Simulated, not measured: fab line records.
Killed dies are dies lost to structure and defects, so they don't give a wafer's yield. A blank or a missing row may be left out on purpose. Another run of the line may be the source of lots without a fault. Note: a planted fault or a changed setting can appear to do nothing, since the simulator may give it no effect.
Check of tool commonality + flow rit cmos + 45 wafers sampled across 15 lots

## REASON FOR OPENING
At RIT_NRETRO_OVL_MEAS_06 the reading NRETRO_OVL is flagged on 3 of 15 lots. No-fault wafers: -1.4 nm, standard deviation 1.3.
Rule: a lot is flagged in two cases, either no wafer of it has a number, or all its wafers with numbers fall more than 4 standard deviations from that mean. The rest of the lots are taken to be sound.

| lot  | measured    | on         | NRETRO_OVL (nm), wafer by wafer | flag    |
|------|-------------|------------|---------------------------------|---------|
| L553 | day 3 03:01 | overlay-02 | -2.2 -1.7 -2.8                  |         |
| L555 | day 3 14:48 | overlay-02 | -1.8 -1.5 -1.6                  |         |
| L556 | day 3 17:47 | overlay-02 | -3.6 -2.8 -2.5                  |         |
| L557 | day 3 22:56 | overlay-01 | -1.5 -0.8 -3.0                  |         |
| L558 | day 4 02:11 | overlay-02 | -2.9 -2.3 -1.9                  |         |
| L560 | day 4 09:53 | overlay-01 | -3.8 -2.2 -3.7                  |         |
| L563 | day 5 04:01 | overlay-02 | 418.0 420.5 418.8               | FLAGGED |
| L564 | day 5 05:04 | overlay-01 | 420.1 418.2 418.4               | FLAGGED |
| L565 | day 5 13:43 | overlay-01 | 417.6 419.3 419.8               | FLAGGED |
| L566 | day 5 17:39 | overlay-02 | -2.0 0.8 0.7                    |         |
| L567 | day 5 19:31 | overlay-01 | -1.6 -0.4 -1.4                  |         |
| L570 | day 6 12:47 | overlay-02 | -0.5 0.5 -0.8                   |         |
| L571 | day 6 17:53 | overlay-02 | -0.5 -1.5 -0.2                  |         |
| L572 | day 6 21:07 | overlay-02 | -2.4 -2.4 -1.1                  |         |
| L573 | day 7 03:27 | overlay-01 | 2.2 0.1 1.4                     |         |
On average the flagged lots read 419.0 nm, which is +420.4 nm against the usual, or +99 or more standard deviations.

## EACH LOT AND THE TOOL IT RAN ON
The record holds 1 process step before the reading, out of a route of 202 steps. Each cell gives the tool, then ch followed by the chambers the sampled wafers passed through, then the start.
| lot  | flag    | RIT_NRETRO_EXPOSE_03               |
|------|---------|------------------------------------|
| L553 |         | iline stepper-02 ch 0, day 3 02:28 |
| L555 |         | iline stepper-01 ch 0, day 3 14:23 |
| L556 |         | iline stepper-02 ch 0, day 3 17:21 |
| L557 |         | iline stepper-01 ch 0, day 3 22:27 |
| L558 |         | iline stepper-02 ch 0, day 4 01:46 |
| L560 |         | iline stepper-01 ch 0, day 4 09:28 |
| L563 | FLAGGED | iline stepper-02 ch 0, day 5 03:35 |
| L564 | FLAGGED | iline stepper-02 ch 0, day 5 04:40 |
| L565 | FLAGGED | iline stepper-02 ch 0, day 5 13:17 |
| L566 |         | iline stepper-01 ch 0, day 5 17:16 |
| L567 |         | iline stepper-01 ch 0, day 5 19:05 |
| L570 |         | iline stepper-01 ch 0, day 6 12:22 |
| L571 |         | iline stepper-01 ch 0, day 6 17:29 |
| L572 |         | iline stepper-01 ch 0, day 6 20:44 |
| L573 |         | iline stepper-01 ch 0, day 7 03:02 |
These steps, and what they do:
- RIT_NRETRO_EXPOSE_03: exposes mask M4, target cd 43900 nm.
- RIT_NRETRO_OVL_MEAS_06

## FLAGGED OVER TOTAL, TOOL BY TOOL (the gauges that took the reading come last)
| step                   | tool             | lots run | flagged | share of the flagged lots | sound lots run after its first flagged lot |
|------------------------|------------------|----------|---------|---------------------------|--------------------------------------------|
| RIT_NRETRO_EXPOSE_03   | iline stepper-01 | 9        | 0       | none                      | -                                          |
| RIT_NRETRO_EXPOSE_03   | iline stepper-02 | 6        | 3       | all                       | 0                                          |
| RIT_NRETRO_OVL_MEAS_06 | overlay-01       | 6        | 2       | some                      | 2 (L567,L573)                              |
| RIT_NRETRO_OVL_MEAS_06 | overlay-02       | 9        | 1       | some                      | 4 (L566,L570,L571,L572)                    |

## WHAT THE TABLE PERMITS
1 row of the table ran every flagged lot: iline stepper-02 at RIT_NRETRO_EXPOSE_03.
- iline stepper-02 at RIT_NRETRO_EXPOSE_03: 3 of its 6 lots flagged. Last sound lot L558 at day 4 01:46, first flagged lot L563 at day 5 03:35; a fault beginning in between fits.
iline stepper-02 at RIT_NRETRO_EXPOSE_03 is the single tool remaining.

## WHAT THE SIMULATOR HAD PUT IN
Scanner matching overlay: iline stepper-02, from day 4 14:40 on, at RIT_NRETRO_EXPOSE_03. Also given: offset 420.
Shown lots that were struck: L563, L564, L565. This agrees with what the rule above found.
